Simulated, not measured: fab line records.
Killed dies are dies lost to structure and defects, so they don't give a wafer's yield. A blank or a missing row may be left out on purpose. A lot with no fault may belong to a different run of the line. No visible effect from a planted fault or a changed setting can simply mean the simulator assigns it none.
Which of the tools did it? ; flow berkeley cmos170 ; 7 lots, 21 wafers sampled, at 2 steps of a route of 331

WHAT THE GAUGES SHOWED, per wafer
UCB170_SDANNEAL_RS_MEAS_05: measures by four-point-probe.
lot;measured;on;NLDD_RS (ohm/sq)
L145;day 8 15:01;film metro-02;618.4 616.8 617.9
L148;day 9 01:12;film metro-03;619.3 620.1 616.2
L151;day 9 12:38;film metro-03;620.2 620.1 620.4
L153;day 10 04:11;film metro-02;617.9 615.9 617.6
L159;day 10 18:55;film metro-02;643.9 646.5 645.4
L165;day 12 08:41;film metro-04;619.3 617.5 618.8
L167;day 12 20:52;film metro-02;617.0 617.7 617.9

WHAT TOOL EACH LOT RAN ON (gives the tool, then ch and the chambers of the sampled wafers, and finally the start)
lot;UCB170_NLDD_IMPLANT_09
L145;implanter-04 ch 0, day 7 22:19
L148;implanter-04 ch 0, day 8 11:31
L151;implanter-01 ch 0, day 9 00:02
L153;implanter-01 ch 0, day 9 14:08
L159;implanter-04 ch 0, day 10 08:13
L165;implanter-02 ch 0, day 11 22:08
L167;implanter-01 ch 0, day 12 07:47
- UCB170_NLDD_IMPLANT_09

THE ANSWER, worked out from the rows above alone
Rule: the lots themselves supply what counts as usual. The widest of any qualifying gaps counts: lots, ordered by their means at a reading, are off when they make up no more than a third of the lots, leave a main group of 4 or more, and stand apart from it by 3 or more times the standard deviation of that group's means. The tables above print the reading to a certain number of digits; a main group whose means all agree to those digits is not used. Also off: a lot with no number at a reading for which 4 or more lots have one. The other lots that the step has rows for count as sound.
Off: L159, seen at UCB170_SDANNEAL_RS_MEAS_05 (NLDD_RS). Mean 618.3 ohm/sq and standard deviation 1 in the main group.
If a tool, at a process step before that reading, ran all the lots that are off and no sound lot after the first of them, it fits. Those tools and the gauges at UCB170_SDANNEAL_RS_MEAS_05 are tried in the same way. One fits: UCB170_NLDD_IMPLANT_09 on implanter-04. Its last sound lot is L148 (day 8 11:31), its first lot that is off L159 (day 10 08:13): a fault that began between those two fits.

WHAT HAD BEEN PUT IN BY THE SIMULATOR
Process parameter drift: implanter-04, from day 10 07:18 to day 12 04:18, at UCB170_NLDD_IMPLANT_09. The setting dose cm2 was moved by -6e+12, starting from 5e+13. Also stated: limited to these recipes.
Shown lots that were struck: L159. Same finding as the rule above.
